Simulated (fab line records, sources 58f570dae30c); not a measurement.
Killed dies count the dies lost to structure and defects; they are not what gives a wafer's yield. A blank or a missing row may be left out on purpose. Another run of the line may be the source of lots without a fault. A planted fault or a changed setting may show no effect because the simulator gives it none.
Shared-tool check + flow berkeley-cmos170 + 42 wafers sampled across 14 lots

REASON IT WAS OPENED
At UCB170_PWELL_TW_MEAS_17 the reading PWELL_TW is flagged on 2 of 14 lots. Fault-free wafers read 382.6, with a standard deviation of 2.9.
Rule: a lot is flagged when every wafer of it that has a number lies more than 4 standard deviations from that mean, or none has a number. The other lots count as sound.

| lot  | measured    | on            | PWELL_TW, wafer by wafer | flag    |
|------|-------------|---------------|--------------------------|---------|
| L172 | day 2 19:36 | film-metro-01 | 385.8 386.7 386.1        |         |
| L173 | day 3 04:41 | film-metro-02 | 379.7 380.4 377.8        |         |
| L174 | day 3 15:25 | film-metro-02 | 379.7 380.5 381.2        |         |
| L176 | day 3 16:04 | film-metro-01 | 385.2 386.8 386.9        |         |
| L179 | day 4 03:22 | film-metro-01 | 384.5 383.7 380.5        |         |
| L180 | day 4 09:49 | film-metro-03 | 377.6 375.9 377.4        |         |
| L183 | day 5 03:25 | film-metro-02 | 345.0 344.2 344.3        | FLAGGED |
| L184 | day 5 10:53 | film-metro-03 | 342.4 338.7 340.3        | FLAGGED |
| L185 | day 5 11:09 | film-metro-02 | 383.5 384.7 384.5        |         |
| L190 | day 6 16:34 | film-metro-02 | 384.1 384.7 381.9        |         |
| L192 | day 7 04:09 | film-metro-01 | 383.0 381.7 381.1        |         |
| L193 | day 7 06:22 | film-metro-01 | 382.8 382.8 383.0        |         |
| L195 | day 7 14:47 | film-metro-03 | 375.9 377.4 374.0        |         |
| L194 | day 7 15:01 | film-metro-01 | 384.9 383.1 382.5        |         |
The mean of the flagged lots' numbers is 342.5, -40.1 from the usual (-14 standard deviations).

LOT BY LOT: THE TOOL USED
The record keeps 1 process step preceding the reading, out of 331 steps on the route. Read each cell as the tool, then ch plus the chambers that the sampled wafers visited, then the start.
| lot  | flag    | UCB170_PWELL_IMPLANT_15        |
|------|---------|--------------------------------|
| L172 |         | implanter-03 ch 0, day 2 19:22 |
| L173 |         | implanter-04 ch 0, day 3 04:28 |
| L174 |         | implanter-04 ch 0, day 3 15:10 |
| L176 |         | implanter-01 ch 0, day 3 15:49 |
| L179 |         | implanter-04 ch 0, day 4 03:07 |
| L180 |         | implanter-04 ch 0, day 4 09:34 |
| L183 | FLAGGED | implanter-04 ch 0, day 5 03:10 |
| L184 | FLAGGED | implanter-04 ch 0, day 5 10:39 |
| L185 |         | implanter-01 ch 0, day 5 10:54 |
| L190 |         | implanter-03 ch 0, day 6 16:19 |
| L192 |         | implanter-03 ch 0, day 7 03:54 |
| L193 |         | implanter-03 ch 0, day 7 06:07 |
| L195 |         | implanter-01 ch 0, day 7 14:32 |
| L194 |         | implanter-03 ch 0, day 7 14:46 |
What is done by these steps:
- UCB170_PWELL_IMPLANT_15
- UCB170_PWELL_TW_MEAS_17

FLAGGED OVER TOTAL, TOOL BY TOOL (the gauges that took the reading come last)
| step                    | tool          | lots run | flagged | share of the flagged lots | sound lots run after its first flagged lot |
|-------------------------|---------------|----------|---------|---------------------------|--------------------------------------------|
| UCB170_PWELL_IMPLANT_15 | implanter-01  | 3        | 0       | none                      | -                                          |
| UCB170_PWELL_IMPLANT_15 | implanter-03  | 5        | 0       | none                      | -                                          |
| UCB170_PWELL_IMPLANT_15 | implanter-04  | 6        | 2       | all                       | 0                                          |
| UCB170_PWELL_TW_MEAS_17 | film-metro-01 | 6        | 0       | none                      | -                                          |
| UCB170_PWELL_TW_MEAS_17 | film-metro-02 | 5        | 1       | some                      | 2 (L185,L190)                              |
| UCB170_PWELL_TW_MEAS_17 | film-metro-03 | 3        | 1       | some                      | 1 (L195)                                   |

WHAT IS ALLOWED BY THE TABLE
All flagged lots share 1 row of the table, namely implanter-04 at UCB170_PWELL_IMPLANT_15.
- implanter-04 at UCB170_PWELL_IMPLANT_15: 2 of its 6 lots flagged. It ran its last sound lot, L180, at day 4 09:34 and its first flagged lot, L183, at day 5 03:10: a fault with its onset between the two fits. Its own readings (dose-ions-cm2, faraday-current-uA) fall more than 4 standard deviations out on all wafers of the flagged lots.
Left over: one tool, implanter-04 at UCB170_PWELL_IMPLANT_15.

WHAT THE SIMULATOR PUT IN
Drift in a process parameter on implanter-04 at UCB170_PWELL_IMPLANT_15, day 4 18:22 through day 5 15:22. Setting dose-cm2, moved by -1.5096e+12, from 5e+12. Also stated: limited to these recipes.
Lots struck among those shown: L183, L184. The same result came from the rule above.
